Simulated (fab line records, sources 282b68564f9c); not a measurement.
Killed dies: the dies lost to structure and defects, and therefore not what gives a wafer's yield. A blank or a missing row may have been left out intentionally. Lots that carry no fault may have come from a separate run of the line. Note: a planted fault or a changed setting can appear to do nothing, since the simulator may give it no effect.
Which of the tools did it? | flow ritCmos | 14 lots, 42 wafers sampled, at 2 steps of a route of 202

== WHAT THE GAUGES SHOWED, per wafer ==
RIT_PRETRO_OVL_MEAS_06.
lot  | measured    | on         | PRETRO_OVL (nm)
L490 | day 3 04:52 | overlay-01 | -0.9 1.0 -1.3
L491 | day 3 10:35 | overlay-02 | 0.5 -0.5 0.6
L492 | day 3 10:44 | overlay-01 | 2.6 1.2 0.9
L496 | day 3 22:13 | overlay-01 | 1.4 1.7 1.1
L495 | day 3 22:28 | overlay-01 | 1.9 1.8 2.5
L497 | day 4 05:08 | overlay-01 | - - -
L498 | day 4 08:28 | overlay-01 | - - -
L499 | day 4 11:47 | overlay-02 | -1.9 -0.8 1.3
L506 | day 5 22:14 | overlay-02 | -0.5 1.1 -0.3
L507 | day 6 07:04 | overlay-01 | 0.6 -2.3 -0.4
L509 | day 6 12:39 | overlay-02 | 1.0 1.3 1.8
L510 | day 7 00:13 | overlay-01 | -1.8 0.6 -1.3
L511 | day 7 01:14 | overlay-01 | 1.5 -1.2 0.0
L512 | day 7 06:23 | overlay-02 | 0.5 1.2 1.4

== EACH LOT AND THE TOOL THAT RAN IT (in order: tool; ch and the chambers of the sampled wafers; start) ==
lot  | RIT_PRETRO_COAT_01
L490 | lithoTrack-01 ch 0, day 3 04:01
L491 | lithoTrack-01 ch 0, day 3 09:47
L492 | lithoTrack-03 ch 0, day 3 09:48
L496 | lithoTrack-02 ch 0, day 3 21:21
L495 | lithoTrack-01 ch 0, day 3 21:32
L497 | lithoTrack-02, day 4 04:25
L498 | lithoTrack-03, day 4 07:41
L499 | lithoTrack-01 ch 0, day 4 10:57
L506 | lithoTrack-02 ch 0, day 5 21:09
L507 | lithoTrack-03 ch 0, day 6 06:13
L509 | lithoTrack-03 ch 0, day 6 11:47
L510 | lithoTrack-01 ch 0, day 6 23:22
L511 | lithoTrack-02 ch 0, day 7 00:22
L512 | lithoTrack-03 ch 0, day 7 05:34
- RIT_PRETRO_COAT_01: resist thk 1300 nm.

== WHAT THE TOOLS THEMSELVES READ (means of the sampled wafers that have a number; where no wafer has one, the mark that the record gives instead) ==
RIT_PRETRO_COAT_01.
lot  | tool          | chillPlateTempC (C) | dispensePressureKPa (kPa)
L490 | lithoTrack-01 | 23.04               | 42.9
L491 | lithoTrack-01 | 22.90               | 42.9
L492 | lithoTrack-03 | 22.92               | 47.2
L496 | lithoTrack-02 | 22.89               | 44.9
L495 | lithoTrack-01 | 22.96               | 43.0
L497 | lithoTrack-02 | -                   | -
L498 | lithoTrack-03 | -                   | -
L499 | lithoTrack-01 | 23.03               | 42.9
L506 | lithoTrack-02 | 23.01               | 44.9
L507 | lithoTrack-03 | 22.91               | 47.1
L509 | lithoTrack-03 | 23.00               | 47.2
L510 | lithoTrack-01 | 23.07               | 43.0
L511 | lithoTrack-02 | 22.93               | 44.9
L512 | lithoTrack-03 | 22.89               | 47.1

== THE ANSWER, worked out from the rows above alone ==
Rule: what is usual is taken from the lots themselves. The widest of any qualifying gaps counts: lots, ordered by their means at a reading, are off when they make up no more than a third of the lots, leave a main group of 4 or more, and stand apart from it by 3 or more times the standard deviation of that group's means. A main group is skipped when, at the precision printed for the reading in the tables above, its means are all equal. Also off: a lot with no number at a reading for which 4 or more lots have one. All remaining lots with rows at the step are treated as sound. First the gauges in route order, then the tools' own readings, where a lot's mean is used as printed above. At the first step where some lot is off, the reading lying furthest off is the one used; lots without a number count as furthest.
Off: L497, L498, at RIT_PRETRO_OVL_MEAS_06 (PRETRO_OVL). Without a number there: L497, L498. The main group: mean 0.5 nm, standard deviation 0.95.
A tool fits if, at a process step before that reading, it ran every lot that is off, and no sound lot after the first of them. Not tried: the gauges at RIT_PRETRO_OVL_MEAS_06; whatever is off there is also off at RIT_PRETRO_COAT_01, on other tools, and gauge error can't account for it. Not one of the candidates tried fits.

== WHAT THE SIMULATOR HAD PUT IN ==
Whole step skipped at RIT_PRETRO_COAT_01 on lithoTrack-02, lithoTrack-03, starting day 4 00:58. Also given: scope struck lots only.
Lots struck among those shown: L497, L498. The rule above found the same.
